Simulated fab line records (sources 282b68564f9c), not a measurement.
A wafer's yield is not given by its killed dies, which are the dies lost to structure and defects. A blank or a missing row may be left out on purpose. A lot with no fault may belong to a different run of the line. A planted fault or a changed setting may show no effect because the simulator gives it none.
Code-filled problem report in 8D (eight disciplines) form -- flow rit_cmos -- the parts of the form that need people (team, actions taken, sign-off) are left out

## 1. WHAT WENT WRONG
tilt_deg at RIT_PWELL_IMPLANT_08 reads a mean of 8.099 degrees on 6 wafers of 2 lots; wafers without a fault read 6.999 degrees with a standard deviation of 0.019. That puts it +58 standard deviations away from the usual mean.
First seen on wafer L440.1, day 4 15:09, on implanter-04. At this step, 42 wafers from 14 lots have a number in the record. Rule for "out", or "out of limits": more than 4 standard deviations from the usual mean. The rest of the wafers with a number are treated as sound.

## 2. WHAT IT IS, WHAT IT ISN'T
question,is,is not
which readings at this step,tilt_deg,-
which lots,"L440, L448","L427, L428, L430, L431, L432, L433, L437, L438, L442, L446, L449, L450"
which wafers of those lots,all that have a number,-
read on which tools,implanter-04,"implanter-01, implanter-03"
when,from day 4 15:09,"up to then (24 sound wafers); but 12 sound wafers of L442, L446, L449, L450 came after"

## 3. WHAT RULES OUT EACH SUSPECT
Counting: a tool stays on the suspect list if, at a process step up to the reading, it processed all lots that are out and no sound lot following the first of them.
- implanter-04 at RIT_PWELL_IMPLANT_08: kept. All lots that are out passed through it, beginning with L440 at day 4 15:09, and no sound lot followed; its final sound lot before that point was L437 at day 4 00:07. Its own tilt_deg readings are out on those wafers.
The count leaves implanter-04 at RIT_PWELL_IMPLANT_08.

## 4. THE CAUSE (what the simulator had put in)
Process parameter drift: implanter-04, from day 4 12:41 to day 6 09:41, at RIT_PWELL_IMPLANT_08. The setting tilt_deg was moved by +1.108, starting from 7. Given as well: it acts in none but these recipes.
Counting left only this tool.

## 5. SEQUENCE OF EFFECTS, ordered by route
Rows list readings where the struck wafers' mean (over those with a number) sits beyond 3 standard deviations from the usual. Readings are gone through only where the record gives a usual standard deviation; hours: the median, over the lots, of the time from a lot's start at the first step in this table giving one to that lot's start at this step; sigmas: the change measured in usual standard deviations.
hours,step,reading,usual,on struck wafers,change,sigmas
0,RIT_PWELL_IMPLANT_08,tilt_deg,6.999 degrees,8.099,+1.100,+58
It contains these process steps:
- RIT_PWELL_IMPLANT_08
Readings that are blank on the struck wafers while sound wafers have them: PWELL_RS at RIT_WELLDRIVE_RS_MEAS_02.
Later measuring or inspecting steps at which every struck wafer that the step has a row for has a number for every such reading, and none has moved that far: RIT_NSD_OVL_MEAS_06, RIT_SDANNEAL_RS_MEAS_06, RIT_M1_CD_MEAS_90.

## 6. HOW IT WOULD HAVE BEEN CAUGHT EARLIER
In this record the first reading out of limits was taken at day 4 15:09, 2 hours after the fault began at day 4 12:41.
